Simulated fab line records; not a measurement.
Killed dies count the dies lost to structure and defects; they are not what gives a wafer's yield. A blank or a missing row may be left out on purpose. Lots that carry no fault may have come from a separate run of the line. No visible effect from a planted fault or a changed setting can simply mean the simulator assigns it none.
fab line records	flow berkeleyCmos170
[record] lots = 15	wafers = 45	lastDay = 13
route steps=331 shown ZERO@13 NWELL@29 PWELL@47 ACTIVE@73
lots that met no fault: taken from a fault-free run of the same line
startH: the number of hours between the record's first day and the start of the first shown wafer of the lot	waitH: time in hours since the lot's previous step	" the same as in the row above	L1.1+2: a single row standing in for several wafers	- value missing, or start not given	* or withheld: withheld	< > ~ a bound
route shown NAME@n: NAME is a module with steps in the file, n the number in the route of the first one	usual: the fault-free wafers' mean and standard deviation	same: alike in all rows	chamber/n: place in a boat	sites: readings site by site	_std_site: their standard deviation	_edge_site: inner sites' mean taken away from outer sites' mean	radiusMm: how far each site lies from the wafer's centre	mask NAME#n: copy n	behind: the most recent tool/chamber to have shaped the wafer	hold: why the lot went on hold/how many hours it stayed there/how the hold came to an end	device: whichever transistor did not switch (one of n, p or np)	end of line: tests of these same wafers at the route's end	for a step that has no rows: nothing shown but its recipe	killed: dies lost to structure and defects at the first sort, not the wafer's yield	map: the dies of a wafer, with x for killed, . for not killed, _ for no die there
set.NAME: the setting that was run; set.NAME@STEP: the one run at that earlier step	model.NAME: the simulator's own value behind a step, which no gauge read
steps of the route over a sample of lots; a table a step, a row a wafer
services: when a tool's chamber went out of use (startH, in hours from the record's first day, below 0 if earlier), for how many hours, and the reason
[[steps]]
[step UCB170_ZERO_STRIP_07]
[recipe] chemistry = O2	powerW = 400	pressureMtorr = 3500	platenTempC = withheld	o2FlowSccm = 400	overashFraction = 0.5
[usual] chamberPressureMTorr = 3499.9/2.8	drypumpMotorCurrentA = 6.1/0.47	oesProductAu = 0.727/0.0045	stripTimeToEndpointS = 21.38/0.058
[same] overashFraction = 0.5
lot.wafer	tool	chamber	startH	waitH	chamberPressureMTorr	drypumpMotorCurrentA	oesProductAu	rfHoursCounterH	stripTimeToEndpointS
L165.2	plasmaAsher-03	0	23.61	0.0	3499.2	5.2	0.724	28	21.38
L165.3	"	1	"	"	3496.9	6.5	0.723	-	21.29
L165.5	"	1	"	"	3504.4	6.4	0.724	-	21.31
L166.2	plasmaAsher-01	0	31.68	0.0	3500.6	6.3	0.734	24	21.45
L166.3	"	1	"	"	3499.9	6.5	0.723	-	21.44
L166.5	"	1	"	"	3503.7	6.5	0.729	-	21.47
L168.3	plasmaAsher-03	1	35.00	0.2	3503.9	6.4	0.731	-	21.36
L168.4	"	0	"	"	3499.1	5.2	0.725	-	21.33
L168.5	"	1	"	"	3500.8	6.5	0.739	-	21.32
L173.1	plasmaAsher-01	0	59.29	0.0	3500.2	6.3	0.721	26	21.32
L173.3	"	1	"	"	3496.8	6.4	0.721	-	21.34
L173.5	"	1	"	"	3503.8	6.5	0.723	-	21.33
L172.1	plasmaAsher-01	1	59.50	0.0	3497.5	6.5	0.734	26	21.49
L172.2	"	0	"	"	3500.3	6.3	0.727	26	21.41
L172.3	"	1	"	"	3503.1	6.5	0.726	-	21.44
L174.2	plasmaAsher-04	1	68.22	0.0	3500.3	5.7	0.728	32	21.50
L174.4	"	0	"	"	3498.1	6.3	0.727	-	21.40
L174.5	"	1	"	"	3502.8	5.7	0.734	-	21.42
L177.1	plasmaAsher-01	0	85.79	0.0	3499.7	6.3	0.722	27	21.40
L177.2	"	1	"	"	3500.4	6.5	0.729	27	21.42
L177.4	"	0	"	"	3495.9	6.3	0.739	-	21.38
L179.1	plasmaAsher-03	0	93.34	0.0	3499.1	5.2	0.726	37	21.48
L179.4	"	0	"	"	3493.7	5.2	0.726	-	21.40
L179.5	"	0	"	"	3497.0	5.2	0.722	-	21.31
L180.1	plasmaAsher-01	1	99.11	0.0	3505.6	6.4	0.728	29	21.40
L180.2	"	0	"	"	3506.5	6.3	0.716	29	21.39
L180.6	"	0	"	"	3499.7	6.3	0.725	-	21.45
L181.3	plasmaAsher-01	1	99.69	0.0	3498.9	6.5	0.730	-	21.36
L181.4	"	0	"	"	3497.2	6.3	0.728	-	21.36
L181.6	"	1	"	"	3499.4	6.5	0.727	-	21.39
L182.1	plasmaAsher-04	0	107.20	0.0	3500.1	6.3	0.723	37	21.46
L182.5	"	0	"	"	3502.3	6.4	0.730	-	21.46
L182.6	"	1	"	"	3501.6	5.7	0.723	-	21.41
L183.1	plasmaAsher-01	0	115.43	0.0	3497.2	6.3	0.726	31	21.34
L183.3	"	0	"	"	3500.6	6.3	0.731	-	21.35
L183.6	"	1	"	"	3501.0	6.5	0.726	-	21.44
L184.2	plasmaAsher-04	1	119.21	0.0	3496.2	5.7	0.739	0	21.37
L184.3	"	0	"	"	3501.1	6.3	0.727	-	21.33
L184.4	"	1	"	"	3496.4	5.7	0.726	-	21.31
L185.1	plasmaAsher-01	1	119.45	0.0	3499.4	6.5	0.722	32	21.35
L185.2	"	0	"	"	3502.1	6.3	0.731	32	21.39
L185.5	"	1	"	"	3500.8	6.5	0.724	-	21.33
L186.1	plasmaAsher-04	0	128.09	0.0	3499.1	6.3	0.732	1	21.37
L186.5	"	0	"	"	3498.4	6.3	0.731	-	21.31
L186.6	"	1	"	"	3500.7	5.7	0.721	-	21.33
[step UCB170_NWELL_STRIP_15]
[recipe] chemistry = O2	powerW = 400	pressureMtorr = 3500	platenTempC = withheld	o2FlowSccm = 400	overashFraction = 0.5
[usual] chamberPressureMTorr = 3500/3.3	drypumpMotorCurrentA = 5.8/0.56	oesProductAu = 0.721/0.0046	overashFraction = 0.5/0	stripTimeToEndpointS = 18.06/0.069
lot.wafer	tool	chamber	startH	waitH	chamberPressureMTorr	drypumpMotorCurrentA	oesProductAu	overashFraction	rfHoursCounterH	stripTimeToEndpointS
L165.2	plasmaAsher-02	1	35.40	0.1	3498	5.4	0.734	0.5	23	18.02
L165.3	"	0	"	"	3501	5.2	0.725	0.5	-	18.10
L165.5	"	0	"	"	3497	5.2	0.728	0.5	-	18.06
L166.2	plasmaAsher-02	0	47.23	0.1	3496	5.2	0.725	0.5	25	18.00
L166.3	"	1	"	"	3499	5.4	0.722	0.5	-	17.97
L166.5	"	1	"	"	3499	5.4	0.723	0.5	-	17.99
L168.3	plasmaAsher-01	1	47.51	0.1	3508	6.5	0.724	0.5	-	18.10
L168.4	"	0	"	"	3503	6.3	0.722	0.5	-	18.16
L168.5	"	1	"	"	3499	6.5	0.727	0.5	-	18.18
L172.1	plasmaAsher-02	0	77.24	0.1	-	-	-	-	-	-
L172.2	"	1	"	"	-	-	-	-	-	-
L172.3	"	1	"	"	-	-	-	-	-	-
L173.1	plasmaAsher-01	1	77.48	0.1	-	-	-	-	-	-
L173.3	"	0	"	"	-	-	-	-	-	-
L173.5	"	0	"	"	-	-	-	-	-	-
L174.2	plasmaAsher-02	1	85.36	0.1	-	-	-	-	-	-
L174.4	"	1	"	"	-	-	-	-	-	-
L174.5	"	0	"	"	-	-	-	-	-	-
L177.1	plasmaAsher-01	1	100.89	0.1	3502	6.5	0.724	0.5	29	18.17
L177.2	"	0	"	"	3503	6.3	0.714	0.5	29	18.24
L177.4	"	0	"	"	3493	6.3	0.714	0.5	-	18.10
L179.1	plasmaAsher-01	0	106.98	0.1	3503	6.3	0.721	0.5	30	18.08
L179.4	"	1	"	"	3500	6.5	0.711	0.5	-	18.00
L179.5	"	1	"	"	3499	6.5	0.730	0.5	-	18.03
L180.1	plasmaAsher-01	1	115.20	0.1	3493	6.5	0.725	0.5	31	18.00
L180.2	"	0	"	"	3502	6.3	0.715	0.5	31	18.03
L180.6	"	1	"	"	3498	6.4	0.716	0.5	-	18.01
L181.3	plasmaAsher-03	0	115.45	0.1	3501	5.2	0.720	0.5	-	17.98
L181.4	"	1	"	"	3500	6.4	0.724	0.5	-	17.99
L181.6	"	1	"	"	3502	6.4	0.718	0.5	-	18.12
L182.1	plasmaAsher-02	0	123.72	0.1	3502	5.2	0.730	0.5	33	18.13
L182.5	"	0	"	"	3495	5.2	0.724	0.5	-	17.99
L182.6	"	1	"	"	3502	5.4	0.725	0.5	-	18.03
L184.2	plasmaAsher-02	1	133.78	0.1	3500	5.4	0.719	0.5	34	18.04
L184.3	"	0	"	"	3501	5.2	0.721	0.5	-	18.10
L184.4	"	1	"	"	3497	5.4	0.720	0.5	-	18.00
L183.1	plasmaAsher-01	0	133.96	0.1	3504	6.3	0.722	0.5	34	17.94
L183.3	"	0	"	"	3501	6.3	0.726	0.5	-	17.98
L183.6	"	1	"	"	3500	6.5	0.722	0.5	-	18.12
L185.1	plasmaAsher-03	1	134.05	0.1	3500	6.4	0.722	0.5	44	18.09
L185.2	"	0	"	"	3499	5.2	0.729	0.5	44	18.13
L185.5	"	1	"	"	3504	6.4	0.719	0.5	-	18.11
L186.1	plasmaAsher-01	1	143.00	0.1	3495	6.4	0.709	0.5	35	18.11
L186.5	"	1	"	"	3503	6.5	0.725	0.5	-	18.19
L186.6	"	0	"	"	3501	6.3	0.716	0.5	-	18.10
[step UCB170_PWELL_OVL_MEAS_13]
[usual] PWELL_OVL = 5/6.2
lot.wafer	tool	chamber	startH	waitH	PWELL_OVL[nm]
L165.2	overlay-01	-	57.55	-	7
L165.3	"	-	"	"	4
L165.5	"	-	"	"	6
L166.2	overlay-02	-	67.65	-	12
L166.3	"	-	"	"	7
L166.5	"	-	"	"	6
L168.3	overlay-01	-	67.84	-	12
L168.4	"	-	"	"	5
L168.5	"	-	"	"	12
L179.1	overlay-01	-	122.54	-	13
L179.4	"	-	"	"	11
L179.5	"	-	"	"	11
L177.1	overlay-02	-	122.78	-	6
L177.2	"	-	"	"	6
L177.4	"	-	"	"	3
L181.3	overlay-01	-	134.95	-	4
L181.4	"	-	"	"	15
L181.6	"	-	"	"	15
L180.1	overlay-02	-	135.02	-	6
L180.2	"	-	"	"	-5
L180.6	"	-	"	"	1
L182.1	overlay-01	-	144.09	-	1
L182.5	"	-	"	"	-3
L182.6	"	-	"	"	2
L183.1	overlay-02	-	155.83	-	-3
L183.3	"	-	"	"	-2
L183.6	"	-	"	"	-8
L185.1	overlay-02	-	156.11	-	3
L185.2	"	-	"	"	5
L185.5	"	-	"	"	-7
L184.2	overlay-02	-	156.39	-	7
L184.3	"	-	"	"	11
L184.4	"	-	"	"	4
L186.1	overlay-01	-	161.86	-	-2
L186.5	"	-	"	"	5
L186.6	"	-	"	"	-3
[step UCB170_ACTIVE_CD_MEAS_13]
[recipe] targetCdNm = 1200
[usual] cdNm = 1200.3/1.4
lot.wafer	tool	chamber	startH	waitH	cdNm
L165.2	cdSem-01	-	90.49	-	1202.3
L165.3	"	-	"	"	1200.5
L165.5	"	-	"	"	1201.3
L168.3	cdSem-02	-	101.92	-	1197.9
L168.4	"	-	"	"	1198.1
L168.5	"	-	"	"	1197.2
L166.2	cdSem-01	-	102.14	-	1202.1
L166.3	"	-	"	"	1202.4
L166.5	"	-	"	"	1201.5
L179.1	cdSem-02	-	154.13	-	1200.3
L179.4	"	-	"	"	1200.6
L179.5	"	-	"	"	1200.5
L177.1	cdSem-01	-	155.28	-	1202.6
L177.2	"	-	"	"	1200.3
L177.4	"	-	"	"	1201.9
L181.3	cdSem-01	-	171.66	-	1200.5
L181.4	"	-	"	"	1200.2
L181.6	"	-	"	"	1199.8
L180.1	cdSem-02	-	171.90	-	1199.8
L180.2	"	-	"	"	1201.3
L180.6	"	-	"	"	1201.1
L182.1	cdSem-02	-	181.51	-	1199.1
L182.5	"	-	"	"	1200.2
L182.6	"	-	"	"	1199.6
L186.1	cdSem-02	-	189.20	-	1199.7
L186.5	"	-	"	"	1198.9
L186.6	"	-	"	"	1199.2
L184.2	cdSem-01	-	189.38	-	1197.6
L184.3	"	-	"	"	1199.4
L184.4	"	-	"	"	1199.1
L185.1	cdSem-02	-	189.47	-	1199.6
L185.2	"	-	"	"	1198.8
L185.5	"	-	"	"	1199.2
L183.1	cdSem-01	-	189.63	-	1199.0
L183.3	"	-	"	"	1199.6
L183.6	"	-	"	"	1201.0
[[services]]
tool	chamber	startH	hours	kind
plasmaAsher-02	-	2.14	2.1	repair
plasmaAsher-01	-	3.57	28.1	pm
plasmaAsher-04	-	30.51	11.9	repair
plasmaAsher-01	-	33.00	11.7	repair
plasmaAsher-03	-	60.55	8.7	repair
plasmaAsher-01	-	61.79	15.0	repair
plasmaAsher-02	-	104.41	4.1	repair
plasmaAsher-04	-	108.75	9.0	pm
plasmaAsher-04	0	108.75	9.0	ventCycle
plasmaAsher-04	1	108.75	9.0	ventCycle
plasmaAsher-02	-	109.82	13.8	repair
plasmaAsher-04	0	117.75	-	clean
plasmaAsher-04	1	117.75	-	clean
[[key]]
[firstSign] step = UCB170_NWELL_STRIP_15	reading = toolRecord	direction = missing
effect none on later readings
metAt UCB170_NWELL_STRIP_15
struckLots L172,L173,L174
laterRowsLeftOut L172.1,L172.2,L172.3,L173.1,L173.3,L173.5,L174.2,L174.4,L174.5
sortLeftOut L172.1,L172.2,L172.3,L173.1,L173.3,L173.5,L174.2,L174.4,L174.5
testerLeftOut L172,L173,L174
notActingAt UCB170_ZERO_STRIP_07,UCB170_PWELL_OVL_MEAS_13,UCB170_ACTIVE_CD_MEAS_13
onsetBetween 47.51 77.24
[fault] kind = skippedStepWhole	tool = plasmaAsher-01,plasmaAsher-02	chamber = -	onsetH = 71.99	steps = UCB170_NWELL_STRIP_15	scope = struckLotsOnly
// testerLeftOut: of these lots the tester's yield and bins aren't shown, on N5 and GAA mostly nor the transistor test; their killed dies are dies lost to structure and defects alone, not to doping, threshold or leakage, so they don't give the yield
// sortLeftOut: the simulated sort isn't trusted on such a fault, so these wafers' sort isn't shown, and their yield isn't known
// laterRowsLeftOut: the simulator's readings of these wafers behind a module that went badly wrong aren't trusted and aren't shown, but for the sort
